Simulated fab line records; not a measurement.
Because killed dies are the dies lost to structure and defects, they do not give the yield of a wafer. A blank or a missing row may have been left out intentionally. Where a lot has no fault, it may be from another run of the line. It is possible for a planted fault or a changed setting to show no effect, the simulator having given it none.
Split-lot study	flow rit_cmos	on a route of 202 steps: 5 lots, 23 wafers read

## ON THE SPLIT
At RIT_NRETRO_IMPLANT_08, the setting energy_kev was moved away from the recipe's 70 on 11 of the 23 wafers read, by -5.2% to -3.6%. This setting was run at the recipe's value on the other wafers.

The reading is taken at the split's own step.

## THE READING
The simulator's own value implant.drp_nm, read by no gauge, in nm at RIT_NRETRO_IMPLANT_08. There is no usual value for it anywhere in the file.

wafer	tool, chamber at the split	energy_kev as run	against the recipe	implant.drp_nm, nm	against lot-mates on the recipe
L074.2	implanter-01, 0	67.39	-3.7%	32.86	-1.08
L074.3	implanter-01, 0	67.39	-3.7%	32.86	-1.08
L074.6	implanter-01, 0	67.39	-3.7%	32.86	-1.08
L074.4	implanter-01, 0	70	recipe	33.94	-
L074.5	implanter-01, 0	70	recipe	33.94	-
L076.2	implanter-03, 0	66.55	-4.9%	32.51	-1.43
L076.5	implanter-03, 0	66.55	-4.9%	32.51	-1.43
L076.3	implanter-03, 0	70	recipe	33.94	-
L076.4	implanter-03, 0	70	recipe	33.94	-
L076.6	implanter-03, 0	70	recipe	33.94	-
L081.1	implanter-03, 0	70	recipe	33.94	-
L081.4	implanter-03, 0	70	recipe	33.94	-
L081.2	implanter-03, 0	67.5	-3.6%	32.9	-1.04
L081.3	implanter-03, 0	67.5	-3.6%	32.9	-1.04
L081.5	implanter-03, 0	67.5	-3.6%	32.9	-1.04
L083.1	implanter-01, 0	70	recipe	33.94	-
L083.2	implanter-01, 0	70	recipe	33.94	-
L083.5	implanter-01, 0	70	recipe	33.94	-
L085.2	implanter-01, 0	70	recipe	33.94	-
L085.6	implanter-01, 0	70	recipe	33.94	-
L085.3	implanter-01, 0	66.34	-5.2%	32.42	-1.52
L085.4	implanter-01, 0	66.34	-5.2%	32.42	-1.52
L085.5	implanter-01, 0	66.34	-5.2%	32.42	-1.52

THE FIT
A straight line over all 23 wafers: implant.drp_nm changes by +0.29 nm for each +1% of energy_kev; r = +1.00; the points scatter about the line by 0.0017 nm.
The same after taking each lot's own level away (the mean of its wafers on the recipe; 23 wafers): +0.29 nm for each +1%; r = +1.00; scatter 0.0017 nm.
According to that fit, moving energy_kev by its largest amount changes the reading by 1.5 nm.
The lots' own levels span 33.940 to 33.940 nm.
The two slopes agree, so the slope changes little with the lot-to-lot level.
Check: with one of the wafers moved furthest among these (-5.2%) left out of the fit, the line predicts -1.52 nm for it against its lot-mates. Against them it came out at -1.52 nm.

## THE OTHER SPLITS THESE WAFERS WENT THROUGH
Before the reading, these wafers also passed through other splits. Each is held against what the fit with the lots' levels taken away leaves over:
other split on the same wafers	wafers away from the commonest value	r with implant.drp_nm (lot level and that fit taken away)
RIT_ACTIVE_CVD_03 sih2cl2_flow_sccm	15	+0.56
RIT_ACTIVE_COAT_06 resist_thk_nm	6	+0.09
RIT_FOX1_OXIDATION_00 ox_time_s	18	+0.37
RIT_NWELL_IMPLANT_08 energy_kev	9	-0.27
RIT_NRETRO_COAT_01 resist_thk_nm	12	-0.05

## THE WHOLE CHAIN: every reading that the file lists as answering this split, in the file's order
step	what it does	reading	change (the file's fit)	r (the file's)
RIT_NRETRO_IMPLANT_08		implant.rp_nm (the simulator's own value, which no gauge read)	+0.865 nm for each +1% of the setting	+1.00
RIT_NRETRO_IMPLANT_08		implant.drp_nm (the simulator's own value, which no gauge read)	+0.29 nm for each +1% of the setting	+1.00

## THE FILE'S OWN FIT
implant.drp_nm changes by +0.29 nm for each +1% of energy_kev, r = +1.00.
